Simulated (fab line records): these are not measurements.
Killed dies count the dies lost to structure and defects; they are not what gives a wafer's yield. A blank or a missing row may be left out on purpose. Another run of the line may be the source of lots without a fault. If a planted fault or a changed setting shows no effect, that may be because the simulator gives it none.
What tool caused it?    flow berkeley-cmos170    Sampling: 13 lots, 39 wafers, 3 of 331 route steps

## WHAT EACH GAUGE READ, for each wafer
UCB170_NLDD_OVL_MEAS_07.
lot   measured      on          NLDD_OVL (nm)
L112  day 7 23:35   overlay-01  3 3 -3
L113  day 7 23:36   overlay-02  7 9 8
L111  day 7 23:47   overlay-01  -5 1 2
L114  day 7 23:53   overlay-01  -3 4 4
L115  day 8 17:43   overlay-02  6 9 0
L117  day 9 03:51   overlay-02  13 9 5
L120  day 9 21:32   overlay-01  0 5 2
L121  day 9 21:49   overlay-01  -1 0 -10
L122  day 10 10:31  overlay-01  -3 -3 -8
L127  day 11 15:16  overlay-02  7 -2 6
L132  day 12 08:07  overlay-02  -1 0 2
L130  day 12 08:24  overlay-02  10 6 11
L133  day 12 17:49  overlay-01  -4 11 5

UCB170_PSD_CD_MEAS_06: the cd target is 1200 nm.
lot   measured      on         cd-nm (nm)
L112  day 8 10:02   cd-sem-02  1198.7 1199.2 1199.3
L113  day 8 10:09   cd-sem-02  1201.0 1199.6 1200.5
L111  day 8 10:22   cd-sem-01  1200.4 1199.9 1199.8
L114  day 8 10:48   cd-sem-01  1198.2 1198.9 1197.9
L115  day 9 04:41   cd-sem-02  1199.3 1199.7 1199.3
L117  day 9 11:53   cd-sem-01  1197.0 1197.5 1199.4
L120  day 10 06:39  cd-sem-01  1199.9 1199.9 1199.3
L121  day 10 06:55  cd-sem-02  1199.4 1198.5 1199.9
L122  day 10 19:13  cd-sem-02  1200.5 1200.3 1199.4
L127  day 11 21:32  cd-sem-01  1201.2 1201.2 1201.3
L132  day 12 15:52  cd-sem-01  1199.5 1198.8 1198.6
L130  day 12 16:32  cd-sem-02  1199.8 1200.5 1200.2
L133  day 13 01:53  cd-sem-02  1200.7 1201.5 1201.8

UCB170_M2_RS_MEAS_02: the measuring method here is four-point-probe.
lot   measured      on             M2_AL_RS (ohm/sq)
L112  day 9 02:14   film-metro-03  0.0322 0.0319 0.0319
L113  day 9 01:05   film-metro-02  0.0321 0.0318 0.0314
L111  day 9 04:07   film-metro-02  0.0321 0.0319 0.0315
L114  day 9 03:43   film-metro-01  0.0326 0.0319 0.0324
L115  day 9 23:05   film-metro-03  0.0324 0.0328 0.0326
L117  day 10 02:54  film-metro-01  0.0322 0.0326 0.0320
L120  day 11 02:07  film-metro-02  0.0323 0.0319 0.0317
L121  day 11 01:19  film-metro-01  0.0326 0.0325 0.0316
L122  day 11 14:37  film-metro-01  0.0318 0.0312 0.0317
L127  day 12 13:38  film-metro-01  0.0322 0.0318 0.0316
L132  day 13 11:38  film-metro-02  0.0310 0.0316 0.0316
L130  day 13 12:58  film-metro-03  0.0324 0.0315 0.0321
L133  day 13 23:58  film-metro-02  0.0330 0.0328 0.0318

## TOOL THAT RAN EACH LOT (tool first, then ch and the chambers of the sampled wafers, then the start)
Record: no process step prior to these readings.

## WHAT THE TOOLS THEMSELVES READ (means of the sampled wafers that have a number; where no wafer has one, the mark that the record gives instead)
The record holds no such reading with a usual standard deviation.

## THE ANSWER, worked out from the rows above alone
Rule: the lots themselves supply what counts as usual. The widest of any qualifying gaps counts: lots, ordered by their means at a reading, are off when they make up no more than a third of the lots, leave a main group of 4 or more, and stand apart from it by 3 or more times the standard deviation of that group's means. A main group is skipped when, at the precision printed for the reading in the tables above, its means are all equal. A lot without any number at a reading at which 4 lots or more have one is off too. The other lots that the step has rows for count as sound. First the gauges in route order, then the tools' own readings, where a lot's mean is used as printed above. The first step at which some lot is off is used, and at that step the reading that is off furthest; a lot without a number counts as furthest.
Across all readings shown, no lot is off: no conclusion can be drawn from this.

## WHAT THE SIMULATOR HAD PUT IN
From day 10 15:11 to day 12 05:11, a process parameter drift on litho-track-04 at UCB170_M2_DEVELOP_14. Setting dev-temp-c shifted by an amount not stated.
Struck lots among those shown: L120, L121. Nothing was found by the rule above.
